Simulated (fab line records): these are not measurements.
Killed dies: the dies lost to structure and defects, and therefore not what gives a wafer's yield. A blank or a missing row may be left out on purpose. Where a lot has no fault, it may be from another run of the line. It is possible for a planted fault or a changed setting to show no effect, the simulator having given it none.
Which of the tools did it?	flow rit-cmos	14 lots, 42 wafers sampled, at 2 steps of a route of 202

WHAT EACH GAUGE READ, for each wafer
RIT_GATE_THK_MEAS_09. Usual: GATE_POLY_THK gives 253.9 nm (standard deviation 2.6).
lot	measured	on	GATE_POLY_THK (nm)	flag
L902	day 2 12:46	film-metro-02	252.1 250.8 251.2	
L903	day 2 19:03	film-metro-04	253.5 254.6 253.2	
L904	day 3 02:04	film-metro-03	257.0 256.0 255.9	
L905	day 3 05:52	film-metro-03	250.3 251.9 253.1	
L906	day 3 08:29	film-metro-02	128.0 128.3 127.4 127.9 128.4 127.3	OFF
L907	day 3 15:28	film-metro-03	125.4 127.5 123.1 125.3 127.5 123.1	OFF
L909	day 3 23:42	film-metro-03	133.3 133.7 134.2 133.2 133.7 134.1	OFF
L911	day 4 09:50	film-metro-02	128.6 130.6 128.8 128.7 130.6 128.7	OFF
L916	day 5 09:35	film-metro-04	252.2 250.3 250.4	
L919	day 6 00:04	film-metro-03	252.1 253.5 251.7	
L922	day 6 16:38	film-metro-02	252.9 251.6 252.0	
L923	day 6 21:43	film-metro-02	255.1 254.8 255.1	
L924	day 7 01:52	film-metro-02	257.5 256.8 257.2	
L925	day 7 05:49	film-metro-04	253.1 253.0 249.4	

EACH LOT AND THE TOOL THAT RAN IT (in order: tool; ch and the chambers of the sampled wafers; start)
lot	RIT_GATE_CVD_08
L902	lpcvd-01 ch 1, day 2 11:08
L903	lpcvd-02 ch 1, day 2 17:25
L904	lpcvd-02 ch 1, day 3 00:26
L905	lpcvd-01 ch 1, day 3 04:14
L906	lpcvd-02 ch 0, day 3 06:53
L907	lpcvd-02 ch 1, day 3 13:51
L909	lpcvd-02 ch 1, day 3 21:17
L911	lpcvd-02 ch 1, day 4 07:24
L916	lpcvd-01 ch 1, day 5 07:58
L919	lpcvd-01 ch 0, day 5 22:26
L922	lpcvd-01 ch 0, day 6 15:00
L923	lpcvd-01 ch 1, day 6 20:05
L924	lpcvd-02 ch 1, day 7 00:14
L925	lpcvd-01 ch 1, day 7 04:12
- RIT_GATE_CVD_08: deposits poly-Si from SiH4, target thk 250 nm, time 2220 s.

AS READ BY THE TOOLS THEMSELVES (means over the sampled wafers that have a number; for cases with no such wafer, the mark the record gives instead)
RIT_GATE_CVD_08. Usual: sih4-flow-sccm 100.02 sccm, standard deviation 0.28; spike-tc-centre-C 613.0 C, standard deviation 1.3; spike-tc-source-C 629 C, standard deviation 3.8.
lot	tool	sih4-flow-sccm (sccm)	spike-tc-centre-C (C)	spike-tc-source-C (C)	flag
L902	lpcvd-01	100.02	612.8	630	
L903	lpcvd-02	99.83	612.7	626	
L904	lpcvd-02	100.55	613.3	626	
L905	lpcvd-01	100.06	612.0	630	
L906	lpcvd-02	49.91	613.0	624	OFF
L907	lpcvd-02	50.13	613.4	626	OFF
L909	lpcvd-02	49.70	614.8	625	OFF
L911	lpcvd-02	50.16	614.4	626	OFF
L916	lpcvd-01	99.81	612.8	630	
L919	lpcvd-01	99.89	612.0	635	
L922	lpcvd-01	99.87	613.2	635	
L923	lpcvd-01	100.05	612.6	630	
L924	lpcvd-02	99.70	614.1	627	
L925	lpcvd-01	100.26	612.2	631	

THE ANSWER, worked out from the rows above alone
Rule: take the mean of a lot's wafers that have a number; if it is more than 3 standard deviations from the usual mean, the lot is off. Also off: a lot with no number at a reading for which 4 or more lots have one. The other lots that the step has rows for count as sound. Order of review: gauges by route order, followed by the tools' own readings, for which a lot's mean as printed above is used. At the first step where some lot is off, the reading lying furthest off is the one used; lots without a number count as furthest.
Off: L906, L907, L909, L911, seen at RIT_GATE_THK_MEAS_09 (GATE_POLY_THK).
A tool fits if, at a process step before that reading, it ran every lot that is off, and no sound lot after the first of them. Not tried: the gauges at RIT_GATE_THK_MEAS_09; whatever is off there is also off at RIT_GATE_CVD_08, on other tools, and gauge error can't account for it. No candidate that was tried fits.

WHAT WAS PUT IN BY THE SIMULATOR
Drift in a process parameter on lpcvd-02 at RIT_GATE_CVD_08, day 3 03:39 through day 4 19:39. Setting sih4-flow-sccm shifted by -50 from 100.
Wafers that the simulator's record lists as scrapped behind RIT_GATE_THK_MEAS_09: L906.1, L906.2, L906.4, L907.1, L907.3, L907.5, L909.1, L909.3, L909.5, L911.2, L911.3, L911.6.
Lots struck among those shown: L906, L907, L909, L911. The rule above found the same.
